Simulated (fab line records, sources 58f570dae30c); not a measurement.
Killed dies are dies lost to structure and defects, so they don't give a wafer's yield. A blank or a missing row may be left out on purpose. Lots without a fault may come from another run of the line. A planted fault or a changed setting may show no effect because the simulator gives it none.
fab line records | flow berkeley_cmos170
record lots=5 wafers=15 last_day=12
route steps=331 shown NLDD@163 SPACER@171 PSD@175 NSD@187 BACKSIDE@199
lots that met no fault: from a run of the same line without faults
start_h: hours from the record's first day to the start of the lot's first wafer shown | wait_h: hours since the lot's step before | " the same as in the row above | L1.1+2: a row that stands for several wafers | - no value, or no start given | * or withheld: withheld | < > ~ a bound
route shown NAME@n: a module of which the file shows steps, and the number in the route of the first | usual: mean/standard deviation of fault-free wafers | same: alike in all rows | chamber/n: place in a boat | sites: the reading at each site | _std_site: their standard deviation | _edge_site: outer sites' mean less inner sites' | radius_mm: how far each site lies from the wafer's centre | mask NAME#n: copy n | behind: the tool/chamber that last shaped the wafer | hold: why the lot was held/for how many hours/how that ended | device: the transistor (n, p or np) that didn't switch | end of line: the same wafers' tests at the end of the route | a step without rows: its recipe alone | killed: dies lost to structure and defects at the first sort, not the wafer's yield | map: a wafer's dies, x killed, . not, _ none there
set.NAME: the setting as run; set.NAME@STEP: as run at that earlier step | model.NAME: the simulator's own value behind a step, which no gauge read
lots at some steps of the route; a table a step, a row a wafer
services: from which hour (start_h, from the record's first day; less than 0 if before it) a tool's chamber was out of use, for how many hours, and why
## steps
# step UCB170_NLDD_DEVELOP_05
# recipe developer=TMAH develop_time_s=45 resist=KrF dev_temp_c=21
# columns lot.wafer tool chamber start_h wait_h
L079.1+2+3 litho_track-03 0 - -
L081.1+2+5 litho_track-04 0 - -
L083.2+4+6 litho_track-01 0 - -
L091.1+3+5 litho_track-03 0 - -
L090.2+4+5 litho_track-04 0 - -
# step UCB170_NLDD_CD_MEAS_06
# recipe target_cd_nm=1200
# usual cd_nm=1200.6/1.5
# columns lot.wafer tool chamber start_h wait_h cd_nm
L079.1 cd_sem-02 - 188.75 - 1198.1
L079.2 " - " " 1199.5
L079.3 " - " " 1200.1
L081.1 cd_sem-01 - 196.38 - 1199.3
L081.2 " - " " 1199.9
L081.5 " - " " 1199.2
L083.2 cd_sem-02 - 213.50 - 1201.7
L083.4 " - " " 1202.3
L083.6 " - " " 1201.6
L091.1 cd_sem-01 - 246.45 - 1201.2
L091.3 " - " " 1199.4
L091.5 " - " " 1199.7
L090.2 cd_sem-01 - 247.40 - 1198.2
L090.4 " - " " 1198.2
L090.5 " - " " 1198.6
# step UCB170_NLDD_OVL_MEAS_07
# usual NLDD_OVL=4/5.8
# columns lot.wafer tool chamber start_h wait_h NLDD_OVL[nm]
L079.1 overlay-02 - 188.87 0.1 3
L079.2 " - " " -6
L079.3 " - " " 0
L081.1 overlay-01 - 196.50 0.1 -1
L081.2 " - " " 1
L081.5 " - " " 3
L083.2 overlay-01 - 213.60 0.1 13
L083.4 " - " " 8
L083.6 " - " " 7
L091.1 overlay-01 - 246.57 0.1 0
L091.3 " - " " 2
L091.5 " - " " -6
L090.2 overlay-02 - 247.51 0.1 3
L090.4 " - " " 1
L090.5 " - " " 0
# step UCB170_NLDD_IMPLANT_08
# recipe species=As dose_cm2=5e+13 energy_kev=30 tilt_deg=7 rotation_deg=0
# usual dose_ions_cm2=4.999e+13/5.9e+10
# columns lot.wafer tool chamber start_h wait_h dose_ions_cm2
L079.1 implanter-03 0 188.90 0.0 5.003e+13
L079.2 " 0 " " 4.999e+13
L079.3 " 0 " " 5.001e+13
L081.1 implanter-01 0 196.54 0.0 5e+13
L081.2 " 0 " " 5.006e+13
L081.5 " 0 " " 5.001e+13
L083.2 implanter-04 0 213.66 0.0 4.997e+13
L083.4 " 0 " " 4.995e+13
L083.6 " 0 " " 4.997e+13
L091.1 implanter-01 0 246.61 0.0 4.997e+13
L091.3 " 0 " " 4.996e+13
L091.5 " 0 " " 5.005e+13
L090.2 implanter-04 0 247.56 0.0 4.99e+13
L090.4 " 0 " " 4.988e+13
L090.5 " 0 " " 4.995e+13
# step UCB170_NLDD_IMPLANT_09
# recipe species=As dose_cm2=5e+13 energy_kev=30 tilt_deg=7 rotation_deg=180
# usual dose_ions_cm2=5e+13/6.2e+10
# columns lot.wafer tool chamber start_h wait_h dose_ions_cm2
L079.1 implanter-03 0 189.05 0.1 5.009e+13
L079.2 " 0 " " 4.999e+13
L079.3 " 0 " " 4.997e+13
L081.1 implanter-01 0 196.69 0.1 5.009e+13
L081.2 " 0 " " 4.998e+13
L081.5 " 0 " " 4.998e+13
L083.2 implanter-04 0 213.81 0.1 4.997e+13
L083.4 " 0 " " 5.003e+13
L083.6 " 0 " " 5.011e+13
L091.1 implanter-01 0 246.76 0.1 4.997e+13
L091.3 " 0 " " 5.001e+13
L091.5 " 0 " " 4.997e+13
L090.2 implanter-04 0 247.71 0.1 5.002e+13
L090.4 " 0 " " 5.004e+13
L090.5 " 0 " " 4.996e+13
# step UCB170_NLDD_STRIP_10
# recipe chemistry=O2 power_w=400 pressure_mtorr=3500 platen_temp_c=withheld o2_flow_sccm=400 overash_fraction=0.5
# usual drypump_motor_current_A=5.5/0.35 oes_product_au=0.734/0.0047 strip_time_to_endpoint_s=21.64/0.057
# columns lot.wafer tool chamber start_h wait_h drypump_motor_current_A oes_product_au rf_hours_counter_h strip_time_to_endpoint_s
L079.1 plasma_asher-04 1 189.20 0.1 5.7 0.728 40 21.61
L079.2 " 0 " " 5.4 0.738 40 21.62
L079.3 " 0 " " 5.4 0.735 - 21.59
L081.1 plasma_asher-02 1 196.84 0.1 5.3 0.738 49 21.64
L081.2 " 0 " " 5.9 0.730 49 21.69
L081.5 " 0 " " 5.8 0.735 - 21.67
L083.2 plasma_asher-01 1 213.93 0.1 5.8 0.734 9 21.69
L083.4 " 0 " " 5.0 0.735 - 21.70
L083.6 " 0 " " 4.9 0.733 - 21.61
L091.1 plasma_asher-02 1 246.91 0.1 5.3 0.729 54 21.69
L091.3 " 1 " " 5.3 0.740 - 21.67
L091.5 " 1 " " 5.3 0.736 - 21.70
L090.2 plasma_asher-01 0 247.84 0.1 5.0 0.733 13 21.70
L090.4 " 0 " " 5.0 0.726 - 21.65
L090.5 " 0 " " 5.0 0.733 - 21.67
# step UCB170_NLDD_TW_MEAS_11
# usual NLDD_TW=2218/20
# columns lot.wafer tool chamber start_h wait_h NLDD_TW
L079.1 film_metro-03 - 189.30 0.1 2208
L079.2 " - " " 2201
L079.3 " - " " 2207
L081.1 film_metro-04 - 196.94 0.1 2218
L081.2 " - " " 2222
L081.5 " - " " 2216
L083.2 film_metro-04 - 214.04 0.1 2212
L083.4 " - " " 2221
L083.6 " - " " 2217
L091.1 film_metro-02 - 247.01 0.1 2234
L091.3 " - " " 2250
L091.5 " - " " 2250
L090.2 film_metro-03 - 247.95 0.1 2206
L090.4 " - " " 2202
L090.5 " - " " 2201
# step UCB170_NLDD_CLEAN_12
# recipe chemistry=SPM temp_c=120 time_s=600
# columns lot.wafer tool chamber start_h wait_h
L079.1+2+3 wet_bench-03 3 190.08 0.8
L081.1+2+5 wet_bench-01 0 197.06 0.1
L083.2+4+6 wet_bench-01 3 214.09 0.0
L091.1+3+5 wet_bench-01 0 247.07 0.1
L090.2+4+5 wet_bench-01 1 248.00 0.0
# step UCB170_SPACER_CVD_00
# recipe material=SiO2 target_thk_nm=376 temp_c=390 precursor=TEOS/O2 time_s=47 rf_w=550 pressure_mtorr=9000
# usual heater_power_w=275/54 rf_fwd_power_W=545.2/2
# columns lot.wafer tool chamber start_h wait_h heater_power_w rf_fwd_power_W
L079.1 pecvd-01 1 190.26 0.0 326 549.4
L079.2 " 0 " " 232 547.6
L079.3 " 2 " " 232 547.2
L081.1 pecvd-01 1 197.23 0.0 390 548.8
L081.2 " 0 " " 287 544.7
L081.5 " 1 " " 399 548.9
L083.2 pecvd-04 0 214.29 0.0 245 547.4
L083.4 " 1 " " 251 546.5
L083.6 " 0 " " 252 548.7
L091.1 pecvd-04 1 247.24 0.0 241 546.9
L091.3 " 0 " " 253 547.2
L091.5 " 0 " " 258 547.3
L090.2 pecvd-04 0 248.17 0.0 254 545.3
L090.4 " 1 " " 167 544.8
L090.5 " 0 " " 264 546.7
# step UCB170_SPACER_THK_MEAS_01
# recipe reads=SiO2_of_SPACER_CVD_00
# usual SPACER_TEOS_THK=376/4.4
# columns lot.wafer tool chamber start_h wait_h SPACER_TEOS_THK[nm]
L079.1 film_metro-03 - 190.30 0.0 372
L079.2 " - " " 381
L079.3 " - " " 375
L081.1 film_metro-04 - 197.27 0.0 371
L081.2 " - " " 382
L081.5 " - " " 379
L083.2 film_metro-04 - 214.34 0.0 377
L083.4 " - " " 380
L083.6 " - " " 382
L091.1 film_metro-01 - 247.31 0.0 376
L091.3 " - " " 377
L091.5 " - " " 376
L090.2 film_metro-01 - 248.25 0.1 368
L090.4 " - " " 377
L090.5 " - " " 381
# step UCB170_SPACER_ANNEAL_02
# recipe temp_c=900 time_s=1800 ambient=N2
# usual spike_tc_centre_C=901.7/1.5
# columns lot.wafer tool chamber start_h wait_h spike_tc_centre_C
L079.1 furnace-04 0 195.65 5.3 901.2
L079.2 " 0 " " 903.2
L079.3 " 0 " " 903.1
L081.1 furnace-04 0 205.23 7.9 904.5
L081.2 " 0 " " 900.2
L081.5 " 0 " " 903.4
L083.2 furnace-04 0 218.00 3.7 902.2
L083.4 " 0 " " 901.0
L083.6 " 0 " " 901.1
L090.2 furnace-04 0 252.21 4.0 901.8
L090.4 " 0 " " 901.1
L090.5 " 0 " " 902.3
L091.1 furnace-04 0 252.21 4.9 903.5
L091.3 " 0 " " 900.8
L091.5 " 0 " " 902.2
# step UCB170_SPACER_ETCHBACK_03
# recipe stop_on=Si target=SiO2 chemistry=CHF3/CF4/Ar CHF3_flow_sccm=50 cf4_flow_sccm=10 Ar_flow_sccm=120 pressure_mtorr=200 rf_w=500 target_depth_a=3760 time_s=100
# usual drypump_motor_current_A=5.7/0.44 mfc_ar_sccm=120.1/0.37 oes_product_au=0.900/0.015 rf_fwd_power_W=496.8/1.8 throttle_valve_pct=6.44/0.1
# columns lot.wafer tool chamber start_h wait_h drypump_motor_current_A mfc_ar_sccm oes_product_au rf_fwd_power_W rf_hours_counter_h throttle_valve_pct
L079.1 rie_diel-02 0 197.15 0.0 5.2 119.5 0.884 495.7 62 6.29
L079.2 " 1 " " 5.5 119.8 0.934 494.6 2 6.37
L079.3 " 3 " " 6.3 120.1 0.905 497.6 59 6.41
L081.1 rie_diel-01 1 206.73 0.0 4.8 119.5 0.888 492.8 13 6.44
L081.2 " 0 " " 5.2 120.2 0.907 497.7 135 6.48
L081.5 " 3 " " 6.1 120.4 0.887 497.2 - 6.37
L083.2 rie_diel-01 0 219.50 0.0 5.2 120.0 0.900 496.2 136 6.49
L083.4 " 0 " " 5.2 120.9 0.908 497.0 - 6.49
L083.6 " 2 " " 6.3 120.1 0.887 498.8 - 6.43
L090.2 rie_diel-02 0 253.71 0.0 5.2 119.7 0.882 492.9 65 6.29
L090.4 " 1 " " 5.6 120.2 0.919 498.0 5 6.37
L090.5 " 3 " " 6.3 120.2 0.912 497.7 - 6.37
L091.1 rie_diel-03 1 253.71 0.0 5.7 120.4 0.917 495.3 5 6.59
L091.3 " 2 " " 5.3 119.8 0.869 496.2 29 6.33
L091.5 " 1 " " 5.7 120.1 0.907 495.5 - 6.58
# step UCB170_PSD_HMDS_00
# recipe prime_time_s=60 prime_temp_c=100
# usual prime_temp_c=100.00/0.14
# columns lot.wafer tool chamber start_h wait_h prime_temp_c
L079.1 litho_track-03 0 197.22 0.0 100.22
L079.2 " 0 " " 99.84
L079.3 " 0 " " 100.01
L081.1 litho_track-03 0 206.97 0.2 100.04
L081.2 " 0 " " 100.14
L081.5 " 0 " " 100.02
L083.2 litho_track-03 0 219.65 0.1 99.82
L083.4 " 0 " " 99.81
L083.6 " 0 " " 99.90
L091.1 litho_track-03 0 253.79 0.0 99.83
L091.3 " 0 " " 99.90
L091.5 " 0 " " 99.76
L090.2 litho_track-04 0 253.81 0.1 99.94
L090.4 " 0 " " 100.11
L090.5 " 0 " " 100.15
# step UCB170_PSD_COAT_01
# recipe resist=KrF spin_rpm=1500 resist_thk_nm=900
# usual dispense_pressure_kPa=51.6/1.8
# columns lot.wafer tool chamber start_h wait_h dispense_pressure_kPa
L079.1 litho_track-03 0 197.37 0.1 52.9
L079.2 " 0 " " 52.9
L079.3 " 0 " " 52.8
L081.1 litho_track-03 0 207.12 0.1 52.9
L081.2 " 0 " " 52.9
L081.5 " 0 " " 52.9
L083.2 litho_track-03 0 219.80 0.1 52.8
L083.4 " 0 " " 52.9
L083.6 " 0 " " 52.9
L091.1 litho_track-03 0 253.94 0.1 52.9
L091.3 " 0 " " 52.9
L091.5 " 0 " " 52.9
L090.2 litho_track-04 0 253.96 0.1 48.2
L090.4 " 0 " " 48.2
L090.5 " 0 " " 48.2
# step UCB170_PSD_SOFTBAKE_02
# recipe resist=KrF temp_c=130 time_s=60
# columns lot.wafer tool chamber start_h wait_h
L079.1+2+3 litho_track-03 0 197.52 0.1
L081.1+2+5 litho_track-03 0 207.27 0.1
L083.2+4+6 litho_track-03 0 219.95 0.1
L091.1+3+5 litho_track-03 0 254.09 0.1
L090.2+4+5 litho_track-04 0 254.11 0.1
# step UCB170_PSD_EXPOSE_03
# recipe mask_id=PSELECT_MOD na=0.5 sigma_outer=0.6 source_shape=conventional target_cd_nm=1200 dose_mj=30
# columns lot.wafer tool chamber start_h wait_h mask
L079.1+2+3 krf_scanner-02 0 198.15 0.6 PSELECT_MOD#0
L081.1+2+5 krf_scanner-01 0 207.50 0.2 PSELECT_MOD#0
L083.2+4+6 krf_scanner-02 0 220.40 0.4 PSELECT_MOD#0
L091.1+3+5 krf_scanner-02 0 254.24 0.1 PSELECT_MOD#0
L090.2+4+5 krf_scanner-01 0 254.50 0.4 PSELECT_MOD#0
# step UCB170_PSD_PEB_04
# recipe peb_temp_c=130 peb_time_s=withheld resist=KrF
# columns lot.wafer tool chamber start_h wait_h
L079.1+2+3 litho_track-04 0 198.27 0.1
L081.1+2+5 litho_track-02 0 207.98 0.5
L083.2+4+6 litho_track-03 0 221.01 0.6
L091.1+3+5 litho_track-03 0 254.35 0.1
L090.2+4+5 litho_track-02 0 255.06 0.5
# step UCB170_PSD_DEVELOP_05
# recipe developer=TMAH develop_time_s=45 resist=KrF dev_temp_c=21
# columns lot.wafer tool chamber start_h wait_h
L079.1+2+3 litho_track-04 0 - -
L081.1+2+5 litho_track-02 0 - -
L083.2+4+6 litho_track-03 0 - -
L091.1+3+5 litho_track-03 0 - -
L090.2+4+5 litho_track-02 0 - -
# step UCB170_PSD_CD_MEAS_06
# recipe target_cd_nm=1200
# usual cd_nm=1200.5/1.3
# columns lot.wafer tool chamber start_h wait_h cd_nm
L079.1 cd_sem-01 - 198.55 - 1199.7
L079.2 " - " " 1199.5
L079.3 " - " " 1200.6
L081.1 cd_sem-01 - 208.25 - 1200.9
L081.2 " - " " 1201.4
L081.5 " - " " 1202.3
L083.2 cd_sem-02 - 221.28 - 1201.1
L083.4 " - " " 1201.5
L083.6 " - " " 1202.1
L091.1 cd_sem-02 - 254.63 - 1201.8
L091.3 " - " " 1202.2
L091.5 " - " " 1202.5
L090.2 cd_sem-01 - 255.33 - 1202.4
L090.4 " - " " 1202.1
L090.5 " - " " 1202.8
# step UCB170_PSD_OVL_MEAS_07
# usual PSD_OVL=-7/4.7
# columns lot.wafer tool chamber start_h wait_h PSD_OVL[nm]
L079.1 overlay-01 - 198.67 0.1 0
L079.2 " - " " -3
L079.3 " - " " -6
L081.1 overlay-01 - 208.37 0.1 -15
L081.2 " - " " -9
L081.5 " - " " -11
L083.2 overlay-02 - 221.39 0.1 -14
L083.4 " - " " -7
L083.6 " - " " -10
L091.1 overlay-01 - 254.75 0.1 -12
L091.3 " - " " -11
L091.5 " - " " -9
L090.2 overlay-02 - 255.44 0.1 -9
L090.4 " - " " -9
L090.5 " - " " -7
# step UCB170_PSD_IMPLANT_08
# recipe species=B dose_cm2=3e+15 energy_kev=20 tilt_deg=7
# usual dose_ions_cm2=3e+15/3.6e+12
# columns lot.wafer tool chamber start_h wait_h dose_ions_cm2
L079.1 implanter-01 0 198.70 0.0 3.001e+15
L079.2 " 0 " " 3.002e+15
L079.3 " 0 " " 3.003e+15
L081.1 implanter-02 0 208.41 0.0 2.996e+15
L081.2 " 0 " " 3.003e+15
L081.5 " 0 " " 2.998e+15
L083.2 implanter-03 0 221.44 0.0 3.001e+15
L083.4 " 0 " " 2.997e+15
L083.6 " 0 " " 2.998e+15
L091.1 implanter-02 0 254.78 0.0 2.999e+15
L091.3 " 0 " " 2.996e+15
L091.5 " 0 " " 2.996e+15
L090.2 implanter-01 0 255.49 0.0 3.001e+15
L090.4 " 0 " " 3.004e+15
L090.5 " 0 " " 3.002e+15
# step UCB170_PSD_STRIP_09
# recipe chemistry=O2 power_w=400 pressure_mtorr=3500 platen_temp_c=withheld o2_flow_sccm=400 overash_fraction=0.5
# usual drypump_motor_current_A=5.55/0.23 oes_product_au=0.600/0.0041 strip_time_to_endpoint_s=29.38/0.071
# columns lot.wafer tool chamber start_h wait_h drypump_motor_current_A oes_product_au rf_hours_counter_h strip_time_to_endpoint_s
L079.1 plasma_asher-04 1 198.85 0.1 5.68 0.600 41 29.36
L079.2 " 0 " " 5.39 0.598 41 29.36
L079.3 " 0 " " 5.40 0.602 - 29.42
L081.1 plasma_asher-04 1 208.56 0.1 5.70 0.606 42 29.38
L081.2 " 0 " " 5.42 0.595 42 29.44
L081.5 " 0 " " 5.40 0.600 - 29.29
L083.2 plasma_asher-03 1 221.57 0.1 5.30 0.604 50 29.31
L083.4 " 1 " " 5.30 0.602 - 29.25
L083.6 " 0 " " 5.74 0.595 - 29.38
L091.1 plasma_asher-02 1 254.93 0.1 5.27 0.604 55 29.45
L091.3 " 0 " " 5.84 0.601 - 29.42
L091.5 " 1 " " 5.28 0.605 - 29.43
L090.2 plasma_asher-04 0 255.62 0.1 5.40 0.605 47 29.45
L090.4 " 0 " " 5.37 0.597 - 29.46
L090.5 " 1 " " 5.70 0.599 - 29.53
# step UCB170_PSD_TW_MEAS_10
# usual PSD_TW=2337/27
# columns lot.wafer tool chamber start_h wait_h PSD_TW
L079.1 film_metro-03 - 198.95 0.1 2326
L079.2 " - " " 2331
L079.3 " - " " 2324
L081.1 film_metro-03 - 208.66 0.1 2313
L081.2 " - " " 2319
L081.5 " - " " 2305
L083.2 film_metro-02 - 221.68 0.1 2365
L083.4 " - " " 2384
L083.6 " - " " 2382
L091.1 film_metro-03 - 255.03 0.1 2306
L091.3 " - " " 2309
L091.5 " - " " 2305
L090.2 film_metro-02 - 255.73 0.1 2361
L090.4 " - " " 2365
L090.5 " - " " 2377
# step UCB170_PSD_CLEAN_11
# recipe chemistry=SPM temp_c=120 time_s=600
# columns lot.wafer tool chamber start_h wait_h
L079.1+2+3 wet_bench-02 2 199.52 0.6
L081.1+2+5 wet_bench-03 0 208.72 0.1
L083.2+4+6 wet_bench-02 3 221.84 0.1
L090.2+4+5 wet_bench-03 0 258.43 2.7
L091.1+3+5 wet_bench-03 2 258.43 3.4
# step UCB170_NSD_HMDS_00
# recipe prime_time_s=60 prime_temp_c=100
# usual prime_temp_c=100.02/0.13
# columns lot.wafer tool chamber start_h wait_h prime_temp_c
L079.1 litho_track-01 0 199.97 0.3 100.19
L079.2 " 0 " " 100.05
L079.3 " 0 " " 100.23
L081.1 litho_track-02 0 209.60 0.7 100.07
L081.2 " 0 " " 100.16
L081.5 " 0 " " 100.21
L083.2 litho_track-03 0 222.29 0.3 99.98
L083.4 " 0 " " 99.88
L083.6 " 0 " " 100.05
L091.1 litho_track-02 0 258.61 0.0 99.90
L091.3 " 0 " " 99.90
L091.5 " 0 " " 99.97
L090.2 litho_track-02 0 259.08 0.5 100.05
L090.4 " 0 " " 99.98
L090.5 " 0 " " 99.97
# step UCB170_NSD_COAT_01
# recipe resist=KrF spin_rpm=1500 resist_thk_nm=900
# usual dispense_pressure_kPa=51.7/1.3
# columns lot.wafer tool chamber start_h wait_h dispense_pressure_kPa
L079.1 litho_track-01 0 200.12 0.1 49.7
L079.2 " 0 " " 49.7
L079.3 " 0 " " 49.7
L081.1 litho_track-02 0 209.75 0.1 52.2
L081.2 " 0 " " 52.2
L081.5 " 0 " " 52.2
L083.2 litho_track-03 0 222.44 0.1 52.9
L083.4 " 0 " " 52.9
L083.6 " 0 " " 52.9
L091.1 litho_track-02 0 258.76 0.1 52.2
L091.3 " 0 " " 52.2
L091.5 " 0 " " 52.2
L090.2 litho_track-02 0 259.23 0.1 52.2
L090.4 " 0 " " 52.2
L090.5 " 0 " " 52.2
# step UCB170_NSD_SOFTBAKE_02
# recipe resist=KrF temp_c=130 time_s=60
# columns lot.wafer tool chamber start_h wait_h
L079.1+2+3 litho_track-01 0 200.27 0.1
L081.1+2+5 litho_track-02 0 209.90 0.1
L083.2+4+6 litho_track-03 0 222.59 0.1
L091.1+3+5 litho_track-02 0 258.91 0.1
L090.2+4+5 litho_track-02 0 259.38 0.1
# step UCB170_NSD_EXPOSE_03
# recipe mask_id=NSELECT_MOD na=0.5 sigma_outer=0.6 source_shape=conventional target_cd_nm=1200 dose_mj=30
# columns lot.wafer tool chamber start_h wait_h mask
L079.1+2+3 krf_scanner-02 0 200.61 0.3 NSELECT_MOD#0
L081.1+2+5 krf_scanner-01 0 210.05 0.1 NSELECT_MOD#0
L083.2+4+6 krf_scanner-01 0 222.88 0.3 NSELECT_MOD#0
L091.1+3+5 krf_scanner-02 0 259.06 0.1 NSELECT_MOD#0
L090.2+4+5 krf_scanner-02 0 259.82 0.4 NSELECT_MOD#0
# step UCB170_NSD_PEB_04
# recipe peb_temp_c=130 peb_time_s=withheld resist=KrF
# columns lot.wafer tool chamber start_h wait_h
L079.1+2+3 litho_track-03 0 200.72 0.1
L081.1+2+5 litho_track-01 0 210.21 0.1
L083.2+4+6 litho_track-03 0 223.74 0.8
L091.1+3+5 litho_track-03 0 259.89 0.8
L090.2+4+5 litho_track-02 0 260.26 0.4
# step UCB170_NSD_DEVELOP_05
# recipe developer=TMAH develop_time_s=45 resist=KrF dev_temp_c=21
# columns lot.wafer tool chamber start_h wait_h
L079.1+2+3 litho_track-03 0 - -
L081.1+2+5 litho_track-01 0 - -
L083.2+4+6 litho_track-03 0 - -
L091.1+3+5 litho_track-03 0 - -
L090.2+4+5 litho_track-02 0 - -
# step UCB170_NSD_CD_MEAS_06
# recipe target_cd_nm=1200
# usual cd_nm=1200.0/1.1
# columns lot.wafer tool chamber start_h wait_h cd_nm
L079.1 cd_sem-01 - 201.07 - 1200.5
L079.2 " - " " 1198.5
L079.3 " - " " 1198.6
L081.1 cd_sem-01 - 210.64 - 1198.6
L081.2 " - " " 1200.7
L081.5 " - " " 1198.4
L083.2 cd_sem-02 - 224.01 - 1199.5
L083.4 " - " " 1199.5
L083.6 " - " " 1198.7
L091.1 cd_sem-01 - 260.16 - 1200.6
L091.3 " - " " 1199.1
L091.5 " - " " 1199.3
L090.2 cd_sem-01 - 260.53 - 1198.7
L090.4 " - " " 1199.5
L090.5 " - " " 1198.6
# step UCB170_NSD_OVL_MEAS_07
# usual NSD_OVL=-3/5.1
# columns lot.wafer tool chamber start_h wait_h NSD_OVL[nm]
L079.1 overlay-02 - 201.19 0.1 -1
L079.2 " - " " -3
L079.3 " - " " 1
L081.1 overlay-02 - 210.76 0.1 -2
L081.2 " - " " 1
L081.5 " - " " -5
L083.2 overlay-01 - 224.11 0.1 -2
L083.4 " - " " -1
L083.6 " - " " -1
L091.1 overlay-02 - 260.28 0.1 -2
L091.3 " - " " 7
L091.5 " - " " 8
L090.2 overlay-02 - 260.63 0.1 -3
L090.4 " - " " 0
L090.5 " - " " -3
# step UCB170_NSD_IMPLANT_08
# recipe species=P dose_cm2=3e+15 energy_kev=40 tilt_deg=7
# usual dose_ions_cm2=3e+15/4.2e+12
# columns lot.wafer tool chamber start_h wait_h dose_ions_cm2
L079.1 implanter-04 0 201.23 0.0 2.993e+15
L079.2 " 0 " " 2.992e+15
L079.3 " 0 " " 3e+15
L081.1 implanter-04 0 210.80 0.0 2.993e+15
L081.2 " 0 " " 2.994e+15
L081.5 " 0 " " 2.991e+15
L083.2 implanter-02 0 224.17 0.0 3.002e+15
L083.4 " 0 " " 2.999e+15
L083.6 " 0 " " 3.001e+15
L091.1 implanter-04 0 260.32 0.0 3.002e+15
L091.3 " 0 " " 3e+15
L091.5 " 0 " " 3.001e+15
L090.2 implanter-04 0 260.69 0.0 3.001e+15
L090.4 " 0 " " 3.002e+15
L090.5 " 0 " " 3.003e+15
# step UCB170_NSD_STRIP_09
# recipe chemistry=O2 power_w=400 pressure_mtorr=3500 platen_temp_c=withheld o2_flow_sccm=400 overash_fraction=0.5
# usual drypump_motor_current_A=5.5/0.33 oes_product_au=0.534/0.0046 strip_time_to_endpoint_s=35.82/0.099
# columns lot.wafer tool chamber start_h wait_h drypump_motor_current_A oes_product_au rf_hours_counter_h strip_time_to_endpoint_s
L079.1 plasma_asher-01 0 201.38 0.1 5.0 0.540 8 35.96
L079.2 " 1 " " 5.8 0.538 8 35.96
L079.3 " 0 " " 5.0 0.532 - 35.99
L081.1 plasma_asher-02 0 210.95 0.1 5.9 0.538 50 35.77
L081.2 " 1 " " 5.3 0.539 50 35.81
L081.5 " 1 " " 5.3 0.537 - 35.85
L083.2 plasma_asher-02 1 224.29 0.1 5.3 0.539 52 35.80
L083.4 " 1 " " 5.3 0.540 - 35.82
L083.6 " 0 " " 5.9 0.537 - 35.81
L091.1 plasma_asher-03 1 260.47 0.1 5.3 0.531 55 35.81
L091.3 " 0 " " 5.7 0.530 - 35.88
L091.5 " 0 " " 5.7 0.539 - 35.85
L090.2 plasma_asher-03 0 260.81 0.1 5.8 0.539 55 35.83
L090.4 " 0 " " 5.8 0.538 - 35.75
L090.5 " 0 " " 5.8 0.530 - 35.75
# step UCB170_NSD_TW_MEAS_10
# usual NSD_TW=4208/45
# columns lot.wafer tool chamber start_h wait_h NSD_TW
L079.1 film_metro-03 - 201.48 0.1 4214
L079.2 " - " " 4190
L079.3 " - " " 4171
L081.1 film_metro-03 - 211.05 0.1 4189
L081.2 " - " " 4185
L081.5 " - " " 4152
L083.2 film_metro-03 - 224.40 0.1 4146
L083.4 " - " " 4149
L083.6 " - " " 4171
L091.1 film_metro-02 - 260.57 0.1 4281
L091.3 " - " " 4267
L091.5 " - " " 4250
L090.2 film_metro-02 - 260.92 0.1 4250
L090.4 " - " " 4247
L090.5 " - " " 4273
# step UCB170_NSD_CLEAN_11
# recipe chemistry=SPM temp_c=120 time_s=600
# columns lot.wafer tool chamber start_h wait_h
L079.1+2+3 wet_bench-02 0 201.54 0.1
L081.1+2+5 wet_bench-01 3 211.11 0.1
L083.2+4+6 wet_bench-02 1 224.45 0.0
L091.1+3+5 wet_bench-01 3 260.63 0.1
L090.2+4+5 wet_bench-01 2 260.98 0.0
# step UCB170_BACKSIDE_HMDS_00
# recipe prime_time_s=60 prime_temp_c=100
# usual prime_temp_c=99.98/0.13
# columns lot.wafer tool chamber start_h wait_h prime_temp_c
L079.1 litho_track-01 0 202.06 0.3 99.80
L079.2 " 0 " " 99.84
L079.3 " 0 " " 99.74
L081.1 litho_track-04 0 211.52 0.2 99.99
L081.2 " 0 " " 99.94
L081.5 " 0 " " 100.14
L083.2 litho_track-04 0 225.65 1.0 99.93
L083.4 " 0 " " 100.04
L083.6 " 0 " " 100.12
L091.1 litho_track-04 0 260.80 0.0 99.83
L091.3 " 0 " " 100.04
L091.5 " 0 " " 99.98
L090.2 litho_track-02 0 261.26 0.1 99.85
L090.4 " 0 " " 99.93
L090.5 " 0 " " 99.98
# step UCB170_BACKSIDE_COAT_01
# recipe resist=KrF spin_rpm=1500 resist_thk_nm=900
# usual dispense_pressure_kPa=49.7/1.7
# columns lot.wafer tool chamber start_h wait_h dispense_pressure_kPa
L079.1 litho_track-01 0 202.21 0.1 49.7
L079.2 " 0 " " 49.7
L079.3 " 0 " " 49.7
L081.1 litho_track-04 0 211.67 0.1 48.2
L081.2 " 0 " " 48.1
L081.5 " 0 " " 48.2
L083.2 litho_track-04 0 225.80 0.1 48.2
L083.4 " 0 " " 48.2
L083.6 " 0 " " 48.2
L091.1 litho_track-04 0 260.95 0.1 48.2
L091.3 " 0 " " 48.2
L091.5 " 0 " " 48.2
L090.2 litho_track-02 0 261.41 0.1 52.2
L090.4 " 0 " " 52.2
L090.5 " 0 " " 52.2
# step UCB170_BACKSIDE_SOFTBAKE_02
# recipe resist=KrF temp_c=130 time_s=60
# columns lot.wafer tool chamber start_h wait_h
L079.1+2+3 litho_track-01 0 202.36 0.1
L081.1+2+5 litho_track-04 0 211.82 0.1
L083.2+4+6 litho_track-04 0 225.95 0.1
L091.1+3+5 litho_track-04 0 261.10 0.1
L090.2+4+5 litho_track-02 0 261.56 0.1
## services
# columns tool chamber start_h hours kind
rie_diel-03 - 167.40 3.7 repair
krf_scanner-02 - 175.49 1.0 pm
implanter-02 - 176.67 2.3 repair
krf_scanner-01 0 180.87 - calibration
krf_scanner-01 - 182.83 1.3 pm
implanter-02 - 201.31 1.2 repair
krf_scanner-01 - 202.54 0.8 pm
krf_scanner-02 - 206.17 0.4 repair
rie_diel-01 3 209.23 - clean
rie_diel-01 3 209.23 32.9 scheduled_down
rie_diel-01 3 209.23 32.9 vent_cycle
krf_scanner-02 - 211.51 1.3 pm
krf_scanner-02 - 212.81 7.2 pm
implanter-04 - 216.32 2.1 repair
rie_diel-01 - 218.41 0.4 repair
implanter-04 - 232.36 2.7 repair
implanter-02 - 238.77 3.5 pm
rie_diel-02 0 241.19 1.7 repair
pecvd-04 2 241.82 6.6 repair
pecvd-01 - 242.50 14.0 pm
pecvd-01 0 242.50 14.0 vent_cycle
pecvd-01 1 242.50 14.0 vent_cycle
pecvd-01 2 242.50 14.0 vent_cycle
wet_bench-03 - 249.58 4.4 pm
## key
fault none
